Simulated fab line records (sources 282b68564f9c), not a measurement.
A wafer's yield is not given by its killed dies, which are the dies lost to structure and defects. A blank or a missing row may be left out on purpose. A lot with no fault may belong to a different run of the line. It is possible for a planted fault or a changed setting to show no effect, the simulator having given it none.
Which tool is to blame? / flow rit_cmos / 15 lots with 44 wafers sampled at 2 steps, on a route of 202 steps

== WHAT THE GAUGES READ, wafer by wafer ==
No reading from a measuring or inspecting step in the record can be judged against a usual standard deviation.

== EACH LOT AND THE TOOL THAT RAN IT (in order: tool; ch and the chambers of the sampled wafers; start) ==
lot=L703; RIT_M1_HARDBAKE_11=litho_track-01 ch 0, day 3 18:10; RIT_M1_PROBE_99=prober-01, day 3 20:40
lot=L704; RIT_M1_HARDBAKE_11=litho_track-04 ch 0, day 3 22:29; RIT_M1_PROBE_99=prober-02, day 4 01:10
lot=L705; RIT_M1_HARDBAKE_11=litho_track-03 ch 0, day 4 07:37; RIT_M1_PROBE_99=prober-01, day 4 10:07
lot=L707; RIT_M1_HARDBAKE_11=litho_track-01 ch 0, day 4 16:19; RIT_M1_PROBE_99=prober-01, day 4 18:49
lot=L708; RIT_M1_HARDBAKE_11=litho_track-03 ch 0, day 4 19:22; RIT_M1_PROBE_99=prober-02, day 4 21:53
lot=L709; RIT_M1_HARDBAKE_11=litho_track-01 ch 0, day 5 02:55; RIT_M1_PROBE_99=prober-02, day 5 05:25
lot=L710; RIT_M1_HARDBAKE_11=litho_track-03 ch 0, day 5 08:36; RIT_M1_PROBE_99=prober-02, day 5 11:06
lot=L713; RIT_M1_HARDBAKE_11=litho_track-03 ch 0, day 6 00:56; RIT_M1_PROBE_99=prober-01, day 6 03:26
lot=L716; RIT_M1_HARDBAKE_11=litho_track-01 ch 0, day 6 11:36; RIT_M1_PROBE_99=prober-02, day 6 14:09
lot=L717; RIT_M1_HARDBAKE_11=litho_track-01 ch 0, day 6 16:38; RIT_M1_PROBE_99=prober-01, day 6 19:09
lot=L718; RIT_M1_HARDBAKE_11=litho_track-01 ch 0, day 6 21:09; RIT_M1_PROBE_99=prober-02, day 6 23:40
lot=L721; RIT_M1_HARDBAKE_11=litho_track-04 ch 0, day 7 20:12; RIT_M1_PROBE_99=prober-01, day 7 22:53
lot=L722; RIT_M1_HARDBAKE_11=litho_track-03 ch 0, day 7 21:38; RIT_M1_PROBE_99=prober-02, day 8 00:20
lot=L723; RIT_M1_HARDBAKE_11=litho_track-04 ch 0, day 8 06:05; RIT_M1_PROBE_99=prober-01, day 8 08:35
lot=L724; RIT_M1_HARDBAKE_11=litho_track-04 ch 0, day 8 18:11; RIT_M1_PROBE_99=prober-02, day 8 20:41
- RIT_M1_HARDBAKE_11: time 120 s.
- RIT_M1_PROBE_99

== WHAT THE TOOLS THEMSELVES READ (means of the sampled wafers that have a number; where no wafer has one, the mark that the record gives instead) ==
RIT_M1_HARDBAKE_11.
lot=L703; tool=litho_track-01; heater_power_total_W (W)=52.01; plate_temp_C (C)=139.74
lot=L704; tool=litho_track-04; heater_power_total_W (W)=52.02; plate_temp_C (C)=140.13
lot=L705; tool=litho_track-03; heater_power_total_W (W)=52.04; plate_temp_C (C)=139.93
lot=L707; tool=litho_track-01; heater_power_total_W (W)=52.09; plate_temp_C (C)=139.81
lot=L708; tool=litho_track-03; heater_power_total_W (W)=52.03; plate_temp_C (C)=140.01
lot=L709; tool=litho_track-01; heater_power_total_W (W)=52.08; plate_temp_C (C)=140.08
lot=L710; tool=litho_track-03; heater_power_total_W (W)=52.00; plate_temp_C (C)=140.02
lot=L713; tool=litho_track-03; heater_power_total_W (W)=52.09; plate_temp_C (C)=139.95
lot=L716; tool=litho_track-01; heater_power_total_W (W)=51.27; plate_temp_C (C)=138.50
lot=L717; tool=litho_track-01; heater_power_total_W (W)=51.27; plate_temp_C (C)=138.28
lot=L718; tool=litho_track-01; heater_power_total_W (W)=51.30; plate_temp_C (C)=138.53
lot=L721; tool=litho_track-04; heater_power_total_W (W)=52.01; plate_temp_C (C)=140.08
lot=L722; tool=litho_track-03; heater_power_total_W (W)=52.08; plate_temp_C (C)=140.08
lot=L723; tool=litho_track-04; heater_power_total_W (W)=52.00; plate_temp_C (C)=140.16
lot=L724; tool=litho_track-04; heater_power_total_W (W)=52.10; plate_temp_C (C)=139.92

RIT_M1_PROBE_99.
lot=L703; tool=prober-01; defect_limited_yield (%)=97.6; killed_at_M0_to_M3=0.0; killed_at_contacts=0.3; killed_at_front_end=6.0; killed_dies=6.3; killed_open=2.7; killed_short=3.3; sort_bin_3_pad_short (%)=0.3; sort_bin_5_function (%)=1.5; sort_bin_6_memory (%)=0.7; sort_n_pass=257.7; sort_yield_pct (%)=97.6
lot=L704; tool=prober-02; defect_limited_yield (%)=96.8; killed_at_M0_to_M3=0.0; killed_at_contacts=0.0; killed_at_front_end=8.3; killed_dies=8.3; killed_open=5.0; killed_short=3.3; sort_bin_3_pad_short (%)=0.1; sort_bin_5_function (%)=2.5; sort_bin_6_memory (%)=0.5; sort_n_pass=255.7; sort_yield_pct (%)=96.8
lot=L705; tool=prober-01; defect_limited_yield (%)=96.7; killed_at_M0_to_M3=0.0; killed_at_contacts=0.0; killed_at_front_end=8.7; killed_dies=8.7; killed_open=5.0; killed_short=3.7; sort_bin_3_pad_short (%)=0.0; sort_bin_5_function (%)=1.8; sort_bin_6_memory (%)=1.5; sort_n_pass=255.3; sort_yield_pct (%)=96.7
lot=L707; tool=prober-01; defect_limited_yield (%)=97.6; killed_at_M0_to_M3=0.0; killed_at_contacts=0.0; killed_at_front_end=6.3; killed_dies=6.3; killed_open=4.3; killed_short=2.0; sort_bin_3_pad_short (%)=0.0; sort_bin_5_function (%)=1.8; sort_bin_6_memory (%)=0.6; sort_n_pass=257.7; sort_yield_pct (%)=97.6
lot=L708; tool=prober-02; defect_limited_yield (%)=96.2; killed_at_M0_to_M3=0.0; killed_at_contacts=0.0; killed_at_front_end=10.0; killed_dies=10.0; killed_open=6.3; killed_short=3.7; sort_bin_3_pad_short (%)=0.1; sort_bin_5_function (%)=1.9; sort_bin_6_memory (%)=1.8; sort_n_pass=254.0; sort_yield_pct (%)=96.2
lot=L709; tool=prober-02; defect_limited_yield (%)=98.5; killed_at_M0_to_M3=0.0; killed_at_contacts=0.0; killed_at_front_end=4.0; killed_dies=4.0; killed_open=3.3; killed_short=0.7; sort_bin_3_pad_short (%)=0.0; sort_bin_5_function (%)=0.4; sort_bin_6_memory (%)=1.1; sort_n_pass=260.0; sort_yield_pct (%)=98.5
lot=L710; tool=prober-02; defect_limited_yield (%)=95.9; killed_at_M0_to_M3=0.0; killed_at_contacts=0.0; killed_at_front_end=10.7; killed_dies=10.7; killed_open=5.3; killed_short=5.3; sort_bin_3_pad_short (%)=0.3; sort_bin_5_function (%)=2.7; sort_bin_6_memory (%)=1.2; sort_n_pass=253.3; sort_yield_pct (%)=95.9
lot=L713; tool=prober-01; defect_limited_yield (%)=98.0; killed_at_M0_to_M3=0.0; killed_at_contacts=0.0; killed_at_front_end=5.3; killed_dies=5.3; killed_open=3.0; killed_short=2.3; sort_bin_3_pad_short (%)=0.1; sort_bin_5_function (%)=0.8; sort_bin_6_memory (%)=1.1; sort_n_pass=258.7; sort_yield_pct (%)=98.0
lot=L716; tool=prober-02; defect_limited_yield (%)=97.8; killed_at_M0_to_M3=0.0; killed_at_contacts=0.5; killed_at_front_end=5.5; killed_dies=6.0; killed_open=3.0; killed_short=3.0; sort_bin_3_pad_short (%)=0.4; sort_bin_5_function (%)=1.0; sort_bin_6_memory (%)=0.9; sort_n_pass=258.0; sort_yield_pct (%)=97.8
lot=L717; tool=prober-01; defect_limited_yield (%)=97.7; killed_at_M0_to_M3=0.3; killed_at_contacts=0.0; killed_at_front_end=5.7; killed_dies=6.0; killed_open=3.7; killed_short=2.3; sort_bin_3_pad_short (%)=0.1; sort_bin_5_function (%)=1.3; sort_bin_6_memory (%)=0.9; sort_n_pass=258.0; sort_yield_pct (%)=97.7
lot=L718; tool=prober-02; defect_limited_yield (%)=98.1; killed_at_M0_to_M3=0.0; killed_at_contacts=0.0; killed_at_front_end=5.0; killed_dies=5.0; killed_open=3.7; killed_short=1.3; sort_bin_3_pad_short (%)=0.0; sort_bin_5_function (%)=0.9; sort_bin_6_memory (%)=1.0; sort_n_pass=259.0; sort_yield_pct (%)=98.1
lot=L721; tool=prober-01; defect_limited_yield (%)=97.9; killed_at_M0_to_M3=0.0; killed_at_contacts=0.0; killed_at_front_end=5.7; killed_dies=5.7; killed_open=3.0; killed_short=2.3; sort_bin_3_pad_short (%)=0.0; sort_bin_5_function (%)=1.2; sort_bin_6_memory (%)=0.9; sort_n_pass=258.3; sort_yield_pct (%)=97.9
lot=L722; tool=prober-02; defect_limited_yield (%)=96.8; killed_at_M0_to_M3=0.0; killed_at_contacts=0.0; killed_at_front_end=8.3; killed_dies=8.3; killed_open=3.7; killed_short=4.3; sort_bin_3_pad_short (%)=0.4; sort_bin_5_function (%)=1.6; sort_bin_6_memory (%)=1.1; sort_n_pass=255.7; sort_yield_pct (%)=96.8
lot=L723; tool=prober-01; defect_limited_yield (%)=98.8; killed_at_M0_to_M3=0.0; killed_at_contacts=0.0; killed_at_front_end=3.3; killed_dies=3.3; killed_open=2.3; killed_short=1.0; sort_bin_3_pad_short (%)=0.0; sort_bin_5_function (%)=0.6; sort_bin_6_memory (%)=0.7; sort_n_pass=260.7; sort_yield_pct (%)=98.8
lot=L724; tool=prober-02; defect_limited_yield (%)=97.5; killed_at_M0_to_M3=0.0; killed_at_contacts=0.0; killed_at_front_end=6.7; killed_dies=6.7; killed_open=4.0; killed_short=2.7; sort_bin_3_pad_short (%)=0.1; sort_bin_5_function (%)=2.0; sort_bin_6_memory (%)=0.4; sort_n_pass=257.3; sort_yield_pct (%)=97.5

== THE ANSWER, worked out from the rows above alone ==
Rule: what is usual is taken from the lots themselves. Put in order of their means at a reading, lots are off if they are a third of the lots or fewer, leave a main group of 4 or more, and stand apart from it by a gap of 3 or more times the standard deviation of the main group's means; of several such gaps the widest counts. Not used: any main group whose means are identical at the precision the tables above print for the reading. Also off: a lot with no number at a reading for which 4 or more lots have one. All remaining lots with rows at the step are treated as sound. First the gauges in route order, then the tools' own readings, where a lot's mean is used as printed above. At the first step where some lot is off, the reading lying furthest off is the one used; lots without a number count as furthest.
Off: L716, L717, L718, at RIT_M1_HARDBAKE_11 (heater_power_total_W). The main group: mean 52.05 W, standard deviation 0.038.
If a tool, at that step or one of the process steps before it, ran each lot that is off and ran no sound lot following the first of them, it fits. One fits: RIT_M1_HARDBAKE_11 on litho_track-01. A fault onset in the window from L709 (day 5 02:55, its last sound lot) to L716 (day 6 11:36, its first lot off) fits.
The tool's own readings at RIT_M1_HARDBAKE_11 bear it out: on the lots that are off they differ by more than 5 times the standard deviation of the sound lots' means. heater_power_total_W reads 51.28 W there against 52.05 W on the sound lots; plate_temp_C reads 138.44 C there against 139.99 C on the sound lots.

== WHAT THE SIMULATOR HAD PUT IN ==
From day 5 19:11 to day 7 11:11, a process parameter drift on litho_track-01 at RIT_M1_HARDBAKE_11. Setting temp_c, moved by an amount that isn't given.
Lots struck among those shown: L716, L717, L718. The rule above found the same.
